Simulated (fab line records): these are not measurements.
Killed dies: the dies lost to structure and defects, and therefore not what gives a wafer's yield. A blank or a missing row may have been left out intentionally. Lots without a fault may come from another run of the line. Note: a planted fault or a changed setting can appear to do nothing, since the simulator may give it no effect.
Code-filled problem report in 8D (eight disciplines) form / flow berkeley_cmos170 / the parts of the form that need people (team, actions taken, sign-off) are left out

1. WHAT IS WRONG
At UCB170_SILICIDE_RTA_04, chamber_o2_ppm averages 62.001 over 9 wafers from 3 lots, while fault-free wafers read 2.003, standard deviation 0.019. So: +99 or more standard deviations from the usual mean.
The step: time 15.51 s.
First seen on wafer L900.1, day 11 03:24, on rtp_anneal-01. Wafers with a number at this step in the record: 45, from 15 lots. Rule for "out" (also "out of limits"): further than 4 standard deviations from the usual mean. The rest of the wafers with a number are treated as sound.

2. WHAT IT IS, AND WHAT IT ISN'T
question=which readings at this step | is=chamber_o2_ppm | is not=anneal_temp_c_max, lamp_power_pct, wafer_temp_C_max
question=which lots | is=L899, L900, L901 | is not=L886, L887, L888, L889, L890, L891, L893, L894, L897, L903, L905, L907
question=which wafers of those lots | is=all that have a number | is not=-
question=read on which tools | is=rtp_anneal-01 | is not=rtp_anneal-02
question=when | is=from day 11 03:24 | is not=up to then (27 sound wafers); but 9 sound wafers of L903, L905, L907 came after

3. THE SUSPECTS, EACH WITH WHAT RULES IT OUT
Counting: a tool at a process step up to the reading stays a suspect if it ran every lot that is out and no sound lot after the first of them.
- rtp_anneal-01 at UCB170_SILICIDE_RTA_04 (time 15.51 s): kept. Every lot that is out went through it, starting with L900 (day 11 03:24), and after that it ran no sound lot; the last sound lot it ran before then is L894 (day 10 07:02). On those wafers its own readings are out: chamber_o2_ppm.
The count leaves rtp_anneal-01 at UCB170_SILICIDE_RTA_04.

4. THE CAUSE (what the simulator had put in)
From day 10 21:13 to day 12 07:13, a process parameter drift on rtp_anneal-01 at UCB170_SILICIDE_RTA_04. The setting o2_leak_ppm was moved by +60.
Only this tool survived the counting.

5. SEQUENCE OF EFFECTS, ordered by route
One row per reading whose mean, taken over the struck wafers that have a number, lies over 3 standard deviations from the usual. Scope: only readings with a usual standard deviation given in the record; hours: median across lots of the time from each lot's start at the first step in this table that gives one to its start at this step; sigmas: change in usual standard deviations.
hours=0; step=UCB170_SILICIDE_RTA_04; reading=chamber_o2_ppm; usual=2.003; on struck wafers=62.001; change=+59.998; sigmas=+99 or more
Here are the process steps it includes:
- UCB170_SILICIDE_RTA_04: time 15.51 s.

6. HOW IT WOULD HAVE BEEN CAUGHT EARLIER
In this record the first reading out of limits was taken at day 11 03:24, 6 hours after the fault began at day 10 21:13.
